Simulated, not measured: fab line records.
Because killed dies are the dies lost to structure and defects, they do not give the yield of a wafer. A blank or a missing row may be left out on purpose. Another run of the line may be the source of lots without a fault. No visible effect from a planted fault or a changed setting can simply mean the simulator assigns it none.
Which of the tools did it? | flow ritCmos | Sampling: 7 lots, 21 wafers, 2 of 202 route steps

== WHAT EACH GAUGE READ, for each wafer ==
RIT_M1_CD_MEAS_09: the cd target is 2600 nm.
lot  | measured    | on       | cdNm (nm)
L317 | day 3 23:08 | cdSem-02 | 2600.5 2602.1 2601.0
L319 | day 4 05:37 | cdSem-02 | 2598.4 2600.1 2598.1
L322 | day 5 07:01 | cdSem-02 | 2597.6 2597.9 2598.9
L324 | day 5 11:52 | cdSem-02 | 2598.8 2597.1 2596.9
L331 | day 7 09:50 | cdSem-02 | 2598.8 2598.0 2597.4
L334 | day 7 20:05 | cdSem-02 | 2576.4 2577.7 2577.3
L337 | day 8 07:04 | cdSem-02 | 2603.1 2604.7 2603.1

== WHICH TOOL RAN EACH LOT (tool, then ch and the chambers of the sampled wafers, then the start) ==
lot  | RIT_M1_DEVELOP_08
L317 | lithoTrack-03 ch 0, day 3 22:00
L319 | lithoTrack-04 ch 0, day 4 05:00
L322 | lithoTrack-03 ch 0, day 5 06:00
L324 | lithoTrack-02 ch 0, day 5 11:00
L331 | lithoTrack-04 ch 0, day 7 09:00
L334 | lithoTrack-03 ch 0, day 7 19:00
L337 | lithoTrack-02 ch 0, day 8 06:00
- RIT_M1_DEVELOP_08: develop time 68 s.

== THE ANSWER, worked out from the rows above alone ==
Rule: what is usual is taken from the lots themselves. Put in order of their means at a reading, lots are off if they are a third of the lots or fewer, leave a main group of 4 or more, and stand apart from it by a gap of 3 or more times the standard deviation of the main group's means; of several such gaps the widest counts. If all means in a main group match to the digits the tables above print for the reading, that group is not used. A lot without any number at a reading at which 4 lots or more have one is off too. All remaining lots with rows at the step are treated as sound.
Off: L334, at RIT_M1_CD_MEAS_09 (cdNm). The main group: mean 2599.6 nm, standard deviation 2.2.
A tool fits if, at a process step before that reading, it ran every lot that is off, and no sound lot after the first of them. Gauges at RIT_M1_CD_MEAS_09: tried the same way as those tools. One fits: lithoTrack-03 at RIT_M1_DEVELOP_08. A fault onset in the window from L322 (day 5 06:00, its last sound lot) to L334 (day 7 19:00, its first lot off) fits.

== WHAT HAD BEEN PUT IN BY THE SIMULATOR ==
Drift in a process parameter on lithoTrack-03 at RIT_M1_DEVELOP_08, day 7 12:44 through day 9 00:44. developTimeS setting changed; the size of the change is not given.
Struck lots among those shown: L334. The same result came from the rule above.
